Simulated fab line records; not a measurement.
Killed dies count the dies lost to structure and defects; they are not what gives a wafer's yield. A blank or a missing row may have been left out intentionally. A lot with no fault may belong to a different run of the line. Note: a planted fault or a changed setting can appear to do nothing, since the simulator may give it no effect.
Which tool was responsible? / flow berkeleyCmos170 / Sampling: 15 lots, 45 wafers, 5 of 331 route steps

## WHAT THE GAUGES READ, wafer by wafer
UCB170_WELLDRIVE_THK_MEAS_02. Usual: WELLDRIVE_OXIDE_THK typically reads 201 nm, with standard deviation 3.7.
lot=L832; measured=day 4 13:17; on=filmMetro-03; WELLDRIVE_OXIDE_THK (nm)=191 193 195; flag=
lot=L833; measured=day 4 13:22; on=filmMetro-04; WELLDRIVE_OXIDE_THK (nm)=206 208 205; flag=
lot=L835; measured=day 4 22:23; on=filmMetro-03; WELLDRIVE_OXIDE_THK (nm)=201 202 204; flag=
lot=L834; measured=day 4 22:26; on=filmMetro-04; WELLDRIVE_OXIDE_THK (nm)=201 201 201; flag=
lot=L836; measured=day 5 05:56; on=filmMetro-03; WELLDRIVE_OXIDE_THK (nm)=203 205 205; flag=
lot=L840; measured=day 5 14:07; on=filmMetro-03; WELLDRIVE_OXIDE_THK (nm)=196 198 197; flag=
lot=L838; measured=day 5 14:08; on=filmMetro-04; WELLDRIVE_OXIDE_THK (nm)=204 201 200; flag=
lot=L842; measured=day 5 20:36; on=filmMetro-02; WELLDRIVE_OXIDE_THK (nm)=201 205 201; flag=
lot=L846; measured=day 6 09:02; on=filmMetro-03; WELLDRIVE_OXIDE_THK (nm)=203 200 207; flag=
lot=L850; measured=day 7 00:30; on=filmMetro-03; WELLDRIVE_OXIDE_THK (nm)=196 195 196; flag=
lot=L851; measured=day 7 03:29; on=filmMetro-02; WELLDRIVE_OXIDE_THK (nm)=204 207 203; flag=
lot=L852; measured=day 7 17:37; on=filmMetro-02; WELLDRIVE_OXIDE_THK (nm)=197 198 198; flag=
lot=L853; measured=day 7 21:20; on=filmMetro-03; WELLDRIVE_OXIDE_THK (nm)=196 199 197; flag=
lot=L854; measured=day 7 23:53; on=filmMetro-02; WELLDRIVE_OXIDE_THK (nm)=205 205 205; flag=
lot=L855; measured=day 8 11:15; on=filmMetro-03; WELLDRIVE_OXIDE_THK (nm)=204 204 201; flag=

UCB170_NSD_CD_MEAS_06: target cd 1200 nm. Usual: cdNm at 1200.3 nm, with a standard deviation of 1.6.
lot=L832; measured=day 7 19:07; on=cdSem-01; cdNm (nm)=1198.9 1200.2 1199.1; flag=
lot=L833; measured=day 7 19:03; on=cdSem-02; cdNm (nm)=1199.6 1199.7 1200.1; flag=
lot=L835; measured=day 7 18:44; on=cdSem-01; cdNm (nm)=1202.7 1201.8 1202.3; flag=
lot=L834; measured=day 7 18:01; on=cdSem-01; cdNm (nm)=1198.9 1199.6 1198.5; flag=
lot=L836; measured=day 8 01:01; on=cdSem-01; cdNm (nm)=1201.8 1202.5 1201.3; flag=
lot=L840; measured=day 9 07:04; on=cdSem-02; cdNm (nm)=1199.9 1200.9 1199.5; flag=
lot=L838; measured=day 9 07:57; on=cdSem-01; cdNm (nm)=1200.0 1200.2 1199.4; flag=
lot=L842; measured=day 9 08:04; on=cdSem-01; cdNm (nm)=1203.6 1202.3 1202.0; flag=
lot=L846; measured=day 9 23:07; on=cdSem-01; cdNm (nm)=1202.7 1204.4 1203.9; flag=
lot=L850; measured=day 10 15:52; on=cdSem-02; cdNm (nm)=- - -; flag=OFF
lot=L851; measured=day 10 14:57; on=cdSem-01; cdNm (nm)=1201.4 1200.9 1200.9; flag=
lot=L852; measured=day 11 07:07; on=cdSem-02; cdNm (nm)=- - -; flag=OFF
lot=L853; measured=day 11 06:46; on=cdSem-02; cdNm (nm)=- - -; flag=OFF
lot=L854; measured=day 11 15:22; on=cdSem-01; cdNm (nm)=1200.3 1201.3 1200.3; flag=
lot=L855; measured=day 11 22:27; on=cdSem-02; cdNm (nm)=1200.6 1202.0 1201.8; flag=

UCB170_CONTACT_OVL_MEAS_16. Usual: CONTACT_OVL typically reads 0 nm, with standard deviation 6.2.
lot=L832; measured=day 8 10:13; on=overlay-01; CONTACT_OVL (nm)=6 2 1; flag=
lot=L833; measured=day 8 08:31; on=overlay-02; CONTACT_OVL (nm)=-2 1 -5; flag=
lot=L835; measured=day 8 08:35; on=overlay-01; CONTACT_OVL (nm)=-1 0 -3; flag=
lot=L834; measured=day 8 07:40; on=overlay-01; CONTACT_OVL (nm)=0 -13 -12; flag=
lot=L836; measured=day 8 13:34; on=overlay-01; CONTACT_OVL (nm)=4 2 3; flag=
lot=L840; measured=day 9 17:09; on=overlay-01; CONTACT_OVL (nm)=5 1 1; flag=
lot=L838; measured=day 9 17:44; on=overlay-02; CONTACT_OVL (nm)=-6 -5 -4; flag=
lot=L842; measured=day 9 18:20; on=overlay-01; CONTACT_OVL (nm)=-14 -8 -11; flag=
lot=L846; measured=day 10 06:19; on=overlay-02; CONTACT_OVL (nm)=-4 -5 4; flag=
lot=L850; measured=day 11 00:24; on=overlay-01; CONTACT_OVL (nm)=11 4 12; flag=
lot=L851; measured=day 11 00:16; on=overlay-01; CONTACT_OVL (nm)=-5 0 -4; flag=
lot=L852; measured=day 11 13:35; on=overlay-01; CONTACT_OVL (nm)=5 0 -3; flag=
lot=L853; measured=day 11 13:20; on=overlay-01; CONTACT_OVL (nm)=7 8 3; flag=
lot=L854; measured=day 11 22:31; on=overlay-02; CONTACT_OVL (nm)=-10 -8 -7; flag=
lot=L855; measured=day 12 06:06; on=overlay-01; CONTACT_OVL (nm)=-9 -4 -12; flag=

## WHAT TOOL EACH LOT RAN ON (gives the tool, then ch and the chambers of the sampled wafers, and finally the start)
lot=L832; UCB170_PLDD_STRIP_10=plasmaAsher-04 ch 0,1, day 7 04:19; UCB170_NSD_COAT_01=lithoTrack-04 ch 0, day 7 17:29
lot=L833; UCB170_PLDD_STRIP_10=plasmaAsher-03 ch 0,1, day 7 04:05; UCB170_NSD_COAT_01=lithoTrack-02 ch 0, day 7 17:02
lot=L835; UCB170_PLDD_STRIP_10=plasmaAsher-04 ch 0,1, day 7 03:48; UCB170_NSD_COAT_01=lithoTrack-02 ch 0, day 7 16:32
lot=L834; UCB170_PLDD_STRIP_10=plasmaAsher-04 ch 0,1, day 7 03:13; UCB170_NSD_COAT_01=lithoTrack-01 ch 0, day 7 16:04
lot=L836; UCB170_PLDD_STRIP_10=plasmaAsher-04 ch 0,1, day 7 12:59; UCB170_NSD_COAT_01=lithoTrack-04 ch 0, day 8 00:07
lot=L840; UCB170_PLDD_STRIP_10=plasmaAsher-03 ch 0,1, day 8 10:01; UCB170_NSD_COAT_01=lithoTrack-04 ch 0, day 9 05:10
lot=L838; UCB170_PLDD_STRIP_10=plasmaAsher-04 ch 0,1, day 8 11:10; UCB170_NSD_COAT_01=lithoTrack-02 ch 0, day 9 05:42
lot=L842; UCB170_PLDD_STRIP_10=plasmaAsher-04 ch 0,1, day 8 10:19; UCB170_NSD_COAT_01=lithoTrack-01 ch 0, day 9 06:28
lot=L846; UCB170_PLDD_STRIP_10=plasmaAsher-03 ch 0,1, day 9 12:17; UCB170_NSD_COAT_01=lithoTrack-02 ch 0, day 9 22:07
lot=L850; UCB170_PLDD_STRIP_10=plasmaAsher-01 ch 0,1, day 10 01:50; UCB170_NSD_COAT_01=lithoTrack-04, day 10 13:57
lot=L851; UCB170_PLDD_STRIP_10=plasmaAsher-04 ch 0,1, day 10 02:06; UCB170_NSD_COAT_01=lithoTrack-04 ch 0, day 10 13:28
lot=L852; UCB170_PLDD_STRIP_10=plasmaAsher-04 ch 1, day 10 19:50; UCB170_NSD_COAT_01=lithoTrack-01, day 11 06:19
lot=L853; UCB170_PLDD_STRIP_10=plasmaAsher-01 ch 0,1, day 10 19:34; UCB170_NSD_COAT_01=lithoTrack-04, day 11 05:57
lot=L854; UCB170_PLDD_STRIP_10=plasmaAsher-04 ch 0,1, day 11 04:00; UCB170_NSD_COAT_01=lithoTrack-01 ch 0, day 11 14:06
lot=L855; UCB170_PLDD_STRIP_10=plasmaAsher-03 ch 0,1, day 11 13:15; UCB170_NSD_COAT_01=lithoTrack-01 ch 0, day 11 21:43
- UCB170_PLDD_STRIP_10: strips in O2.
- UCB170_NSD_COAT_01: resist thk 900 nm.

## AS READ BY THE TOOLS THEMSELVES (means over the sampled wafers that have a number; for cases with no such wafer, the mark the record gives instead)
UCB170_PLDD_STRIP_10. Usual: drypumpMotorCurrentA 6.2 A, standard deviation 0.34; oesProductAu 0.735 a.u., standard deviation 0.0048; stripTimeToEndpointS 22.07 s, standard deviation 0.073.
lot=L832; tool=plasmaAsher-04; drypumpMotorCurrentA (A)=6.5; oesProductAu (a.u.)=0.732; stripTimeToEndpointS (s)=22.09; flag=
lot=L833; tool=plasmaAsher-03; drypumpMotorCurrentA (A)=5.9; oesProductAu (a.u.)=0.727; stripTimeToEndpointS (s)=22.10; flag=
lot=L835; tool=plasmaAsher-04; drypumpMotorCurrentA (A)=6.4; oesProductAu (a.u.)=0.734; stripTimeToEndpointS (s)=22.08; flag=
lot=L834; tool=plasmaAsher-04; drypumpMotorCurrentA (A)=6.4; oesProductAu (a.u.)=0.731; stripTimeToEndpointS (s)=22.10; flag=
lot=L836; tool=plasmaAsher-04; drypumpMotorCurrentA (A)=6.5; oesProductAu (a.u.)=0.735; stripTimeToEndpointS (s)=22.13; flag=
lot=L840; tool=plasmaAsher-03; drypumpMotorCurrentA (A)=6.0; oesProductAu (a.u.)=0.738; stripTimeToEndpointS (s)=22.07; flag=
lot=L838; tool=plasmaAsher-04; drypumpMotorCurrentA (A)=6.4; oesProductAu (a.u.)=0.736; stripTimeToEndpointS (s)=21.99; flag=
lot=L842; tool=plasmaAsher-04; drypumpMotorCurrentA (A)=6.5; oesProductAu (a.u.)=0.739; stripTimeToEndpointS (s)=21.95; flag=
lot=L846; tool=plasmaAsher-03; drypumpMotorCurrentA (A)=5.9; oesProductAu (a.u.)=0.735; stripTimeToEndpointS (s)=22.05; flag=
lot=L850; tool=plasmaAsher-01; drypumpMotorCurrentA (A)=6.2; oesProductAu (a.u.)=0.733; stripTimeToEndpointS (s)=22.12; flag=
lot=L851; tool=plasmaAsher-04; drypumpMotorCurrentA (A)=6.4; oesProductAu (a.u.)=0.736; stripTimeToEndpointS (s)=22.11; flag=
lot=L852; tool=plasmaAsher-04; drypumpMotorCurrentA (A)=6.6; oesProductAu (a.u.)=0.735; stripTimeToEndpointS (s)=21.99; flag=
lot=L853; tool=plasmaAsher-01; drypumpMotorCurrentA (A)=5.9; oesProductAu (a.u.)=0.734; stripTimeToEndpointS (s)=22.23; flag=
lot=L854; tool=plasmaAsher-04; drypumpMotorCurrentA (A)=6.5; oesProductAu (a.u.)=0.732; stripTimeToEndpointS (s)=22.20; flag=
lot=L855; tool=plasmaAsher-03; drypumpMotorCurrentA (A)=6.0; oesProductAu (a.u.)=0.732; stripTimeToEndpointS (s)=22.04; flag=

UCB170_NSD_COAT_01. Usual: chillPlateTempC 22.98 C, standard deviation 0.096; dispensePressureKPa 47 kPa, standard deviation 3.4.
lot=L832; tool=lithoTrack-04; chillPlateTempC (C)=22.99; dispensePressureKPa (kPa)=51; flag=
lot=L833; tool=lithoTrack-02; chillPlateTempC (C)=22.96; dispensePressureKPa (kPa)=44; flag=
lot=L835; tool=lithoTrack-02; chillPlateTempC (C)=23.02; dispensePressureKPa (kPa)=43; flag=
lot=L834; tool=lithoTrack-01; chillPlateTempC (C)=22.99; dispensePressureKPa (kPa)=46; flag=
lot=L836; tool=lithoTrack-04; chillPlateTempC (C)=23.07; dispensePressureKPa (kPa)=51; flag=
lot=L840; tool=lithoTrack-04; chillPlateTempC (C)=22.94; dispensePressureKPa (kPa)=51; flag=
lot=L838; tool=lithoTrack-02; chillPlateTempC (C)=22.98; dispensePressureKPa (kPa)=44; flag=
lot=L842; tool=lithoTrack-01; chillPlateTempC (C)=22.98; dispensePressureKPa (kPa)=46; flag=
lot=L846; tool=lithoTrack-02; chillPlateTempC (C)=22.96; dispensePressureKPa (kPa)=44; flag=
lot=L850; tool=lithoTrack-04; chillPlateTempC (C)=-; dispensePressureKPa (kPa)=-; flag=OFF
lot=L851; tool=lithoTrack-04; chillPlateTempC (C)=23.00; dispensePressureKPa (kPa)=51; flag=
lot=L852; tool=lithoTrack-01; chillPlateTempC (C)=-; dispensePressureKPa (kPa)=-; flag=OFF
lot=L853; tool=lithoTrack-04; chillPlateTempC (C)=-; dispensePressureKPa (kPa)=-; flag=OFF
lot=L854; tool=lithoTrack-01; chillPlateTempC (C)=23.05; dispensePressureKPa (kPa)=46; flag=
lot=L855; tool=lithoTrack-01; chillPlateTempC (C)=23.08; dispensePressureKPa (kPa)=46; flag=

## THE ANSWER, worked out from the rows above alone
Rule: a lot counts as off when the mean over its wafers that have a number is more than 3 standard deviations away from the usual mean. A lot without any number at a reading at which 4 lots or more have one is off too. The other lots that the step has rows for count as sound. After the gauges, taken in route order, come the tools' own readings; for these a lot's mean is taken, as printed above. At the first step where some lot is off, the reading lying furthest off is the one used; lots without a number count as furthest.
Off at UCB170_NSD_CD_MEAS_06 (cdNm): L850, L852, L853. Without a number there: L850, L852, L853.
A tool fits if, at a process step before that reading, it ran every lot that is off, and no sound lot after the first of them. Not tried: the gauges at UCB170_NSD_CD_MEAS_06; whatever is off there is also off at UCB170_NSD_COAT_01, on other tools, and gauge error can't account for it. None of those tried fits.

## WHAT THE SIMULATOR HAD INSERTED
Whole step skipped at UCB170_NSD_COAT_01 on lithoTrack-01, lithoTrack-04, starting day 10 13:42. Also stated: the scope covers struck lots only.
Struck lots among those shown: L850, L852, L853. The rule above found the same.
